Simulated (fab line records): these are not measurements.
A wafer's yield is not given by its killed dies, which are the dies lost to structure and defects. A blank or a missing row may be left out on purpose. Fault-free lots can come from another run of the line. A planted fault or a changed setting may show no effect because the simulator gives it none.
Which tool was responsible?    flow berkeleyCmos170    6 lots with 18 wafers sampled at 2 steps, on a route of 331 steps

== WHAT THE GAUGES SHOWED, per wafer ==
UCB170_NLDD_OVL_MEAS_07.
lot   measured      on          NLDD_OVL (nm)
L255  day 8 18:03   overlay-02  4 2 6
L256  day 9 14:22   overlay-01  0 -4 -3
L259  day 9 14:06   overlay-01  0 -7 -4
L264  day 10 07:59  overlay-02  2 1 3
L268  day 10 22:39  overlay-01  3 7 1
L271  day 10 23:52  overlay-01  -6 0 -6

== WHAT TOOL EACH LOT RAN ON (gives the tool, then ch and the chambers of the sampled wafers, and finally the start) ==
lot   UCB170_NWELL_WET_ETCH_18
L255  wetBench-04 ch 1, day 3 16:04
L256  wetBench-04 ch 2, day 4 00:58
L259  wetBench-02 ch 3, day 4 13:23
L264  wetBench-04 ch 1, day 5 20:07
L268  wetBench-02 ch 3, day 6 03:49
L271  wetBench-02 ch 0, day 6 14:21
- UCB170_NWELL_WET_ETCH_18: etches Si3N4 in H3PO4, time 14400 s.

== THE ANSWER, worked out from the rows above alone ==
Rule: the usual values come from the lots themselves. Put in order of their means at a reading, lots are off if they are a third of the lots or fewer, leave a main group of 4 or more, and stand apart from it by a gap of 3 or more times the standard deviation of the main group's means; of several such gaps the widest counts. Not used: any main group whose means are identical at the precision the tables above print for the reading. Also off: a lot with no number at a reading for which 4 or more lots have one. Any other lot the step has rows for is counted as sound.
No lot is off at any reading shown: from this, nothing can be told.

== WHAT THE SIMULATOR HAD INSERTED ==
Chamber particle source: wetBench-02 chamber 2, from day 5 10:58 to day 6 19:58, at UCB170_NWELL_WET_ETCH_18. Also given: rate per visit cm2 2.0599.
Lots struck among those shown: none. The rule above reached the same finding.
